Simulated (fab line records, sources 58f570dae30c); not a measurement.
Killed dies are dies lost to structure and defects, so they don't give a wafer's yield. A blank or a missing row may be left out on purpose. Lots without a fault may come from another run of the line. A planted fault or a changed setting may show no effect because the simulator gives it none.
A struck lot beside a sound one | flow berkeley_cmos170 | 31 steps out of a route of 331
Sound: wafers L589.2, L589.4, L589.5. Struck: wafer L603.6. (L603.2, L603.4 of the same lot were not struck and are left out.) The cause comes at the end.
At each step with rows: each side's tool, then ch and its chambers, then its first start. Under that, the readings that differ: sound wafers | struck wafers | difference of the means | sigmas: that difference in standard deviations of wafers without a fault.
alike: readings whose means differ by less than 2 such deviations, and words and numbers that are the same on both sides. not compared: withheld readings, readings that some wafer has no value for, bounds like >300 that may hide the same value, and numbers for which the record gives no deviation and whose values overlap.
The two part at a step that has a row with sigmas, a row that says differs or no value, or rows on one side only. Numbers that don't overlap but have no deviation are shown without sigmas and don't part them. A reading that every wafer of one side lacks parts them only if that side has two wafers or more.

first, 6 steps without rows for these wafers: UCB170_V1_HMDS_06 (prime time 60 s); UCB170_V1_COAT_07 (resist thk 900 nm); UCB170_V1_SOFTBAKE_08 (time 60 s); UCB170_V1_EXPOSE_09 (exposes mask VIA1, target cd 700 nm); UCB170_V1_PEB_10; UCB170_V1_DEVELOP_11 (develop time 45 s).
UCB170_V1_CD_MEAS_12: target cd 700 nm.
  sound on cd_sem-01, day 8 09:16; struck on cd_sem-02, day 10 22:35
  alike: cd_nm
UCB170_V1_OVL_MEAS_13:
  sound on overlay-01, day 8 09:22; struck on overlay-02, day 10 22:41
  alike: V1_OVL
UCB170_V1_ETCH_14: etches SiO2 in CHF3/CF4/Ar, stops on Al, target depth 1250 nm, time 291 s.
  sound on rie_diel-04 ch 1,2, day 8 09:23; struck on rie_diel-01 ch 0, day 10 22:43
  alike: CHF3_flow_sccm, drypump_motor_current_A, oes_product_au, throttle_valve_pct
  not compared: rf_hours_counter_h
UCB170_V1_STRIP_15: strips in O2.
  sound on plasma_asher-04 ch 0,1, day 8 09:34; struck on plasma_asher-02 ch 0, day 10 22:54
  alike: drypump_motor_current_A, oes_product_au, strip_time_to_endpoint_s
  not compared: rf_hours_counter_h
UCB170_V1_CD_MEAS_90: target cd 700 nm.
  sound on cd_sem-01, day 8 09:41; struck on cd_sem-02, day 10 23:01
  reading    | sound             | struck | difference | sigmas
  cd_nm (nm) | 700.2 703.3 701.9 | 698.3  | -3.5       | -2
then, 1 step without rows for these wafers: UCB170_M2_PRE_CLEAN_00 (preclean etch time 60 s).
UCB170_M2_SPUTTER_01: material Al, target thk 900 nm, time 120 s.
  sound on pvd_sputter-02, day 8 09:52; struck on pvd_sputter-03, day 10 23:11
  reading                               | sound             | struck | difference | sigmas
  model.Al_of_M2_SPUTTER_01.thk_nm (nm) | 899.5 914.9 917.7 | 1552   | +641       |
  alike: throttle_valve_pct
UCB170_M2_RS_MEAS_02: measures by four-point-probe.
  sound on film_metro-04, day 8 09:58; struck on film_metro-02, day 10 23:17
  reading           | sound                | struck | difference | sigmas
  M2_AL_RS (ohm/sq) | 0.0322 0.0316 0.0316 | 0.0185 | -0.0133    | -30
UCB170_M2_THK_MEAS_03: measures by xrf.
  sound on film_metro-04, day 8 10:04; struck on film_metro-02, day 10 23:24
  reading        | sound       | struck | difference | sigmas
  M2_AL_THK (nm) | 925 932 929 | 1571   | +642       | +49
then, 3 steps without rows for these wafers: UCB170_M2_HMDS_04 (prime time 60 s); UCB170_M2_COAT_05 (resist thk 900 nm); UCB170_M2_SOFTBAKE_06 (time 60 s).
UCB170_M2_STRIP_07: strips in O2.
  sound on plasma_asher-03 ch 0,1, day 8 10:34; struck on plasma_asher-04 ch 1, day 11 00:17
  reading                     | sound       | struck | difference | sigmas
  drypump_motor_current_A (A) | 5.5 5.7 5.5 | 6.6    | +1.0       | +3
  alike: oes_product_au, strip_time_to_endpoint_s
  not compared: rf_hours_counter_h
then, 7 steps without rows for these wafers: UCB170_M2_STRIP_08 (strips KrF in DMSO, time 600 s); UCB170_M2_COAT_09; UCB170_M2_COAT_10 (resist thk 900 nm); UCB170_M2_SOFTBAKE_11 (time 60 s); UCB170_M2_EXPOSE_12 (exposes mask METAL2, target cd 700 nm); UCB170_M2_PEB_13; UCB170_M2_DEVELOP_14 (develop time 45 s).
UCB170_M2_CD_MEAS_15: target cd 700 nm.
  sound on cd_sem-02, day 8 12:04; struck on cd_sem-02, day 11 02:19
  alike: cd_nm
UCB170_M2_OVL_MEAS_16:
  sound on overlay-02, day 8 12:11; struck on overlay-01, day 11 02:26
  alike: M2_OVL
UCB170_M2_ETCH_17: etches BARC in N2/H2.
  sound on rie_diel-01 ch 2,3, day 8 12:13; struck on rie_diel-03 ch 2, day 11 02:28
  alike: bias_w, drypump_motor_current_A, oes_product_au, throttle_valve_pct
UCB170_M2_METAL_ETCH_18: etches Al in Cl2/BCl3, stops on SiO2, target depth 1170 nm, time 195 s.
  sound on rie_metal-01 ch 0,1, day 8 12:15; struck on rie_metal-02 ch 1, day 11 02:30
  reading                     | sound             | struck | difference | sigmas
  drypump_motor_current_A (A) | 6.1 6.1 5.9       | 5.2    | -0.8       | -2
  oes_product_au (a.u.)       | 0.876 0.887 0.839 | 0.971  | +0.104     | +6
  alike: bias_w, throttle_valve_pct
  not compared: rf_hours_counter_h
UCB170_M2_STRIP_19: strips in O2.
  sound on plasma_asher-04 ch 1, day 8 12:26; struck on plasma_asher-04 ch 0, day 11 02:41
  alike: drypump_motor_current_A, oes_product_au
  not compared: rf_hours_counter_h

WHERE THEY PART
First at UCB170_V1_CD_MEAS_90; last, within this record, at UCB170_M2_METAL_ETCH_18. Later steps at which nothing parts them and some readings are alike: UCB170_M2_STRIP_19.

WHY: what the simulator had put in
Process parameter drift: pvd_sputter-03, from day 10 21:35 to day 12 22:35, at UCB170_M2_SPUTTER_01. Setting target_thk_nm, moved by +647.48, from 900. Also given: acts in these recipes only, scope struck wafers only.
